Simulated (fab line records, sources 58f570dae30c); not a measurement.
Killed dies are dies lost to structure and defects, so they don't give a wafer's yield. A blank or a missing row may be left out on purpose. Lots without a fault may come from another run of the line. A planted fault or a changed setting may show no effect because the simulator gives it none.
Chamber matching | flow berkeley_cmos170 | UCB170_ACTIVE_ETCH_15 on rie_diel-04: 4 sister chambers
The step etches Si3N4 in CH3F/Ar/O2, stops on SiO2, target depth 242 nm, time 151 s. 4 wafers are shown with their chamber, then 7 later ones without.

WAFERS WITH THEIR CHAMBER
wafer  | chamber | drypump_motor_current_A (A)
L373.5 | 3       | 5.9
L384.3 | 1       | 6.3
L387.3 | 2       | 4.9
L387.5 | 0       | 5.7

WAFERS WITHOUT THEIR CHAMBER
wafer  | drypump_motor_current_A (A)
L387.6 | 5.9
L389.1 | 5.9
L389.5 | 5.7
L389.6 | 6.3
L391.2 | 5.7
L391.3 | 6.0
L391.4 | 6.0

WHICH CHAMBER EACH WENT THROUGH
wafer  | from the rows above | in truth
L387.6 | 3                   | 3
L389.1 | 3                   | 3
L389.5 | 0                   | 0
L389.6 | 1                   | 1
L391.2 | 0                   | 0
L391.3 | 3                   | 3
L391.4 | 3                   | 3
Placed correctly: 7 of 7. Can't be placed from these rows: 0. Placed wrongly: 0.
How it was worked out, from the rows above alone: a wafer's distance from a chamber is the root of the sum, over the readings, of the square of ((its reading less the chamber's mean) divided by the reading's scatter). The wafer belongs to the nearest chamber; if the next one is less than 2 further off, it can't be placed. A chamber's mean is the mean of its shown wafers. The scatter: with one shown wafer a chamber, the root of the mean of the squares of how far each hidden wafer lies from its nearest shown one.
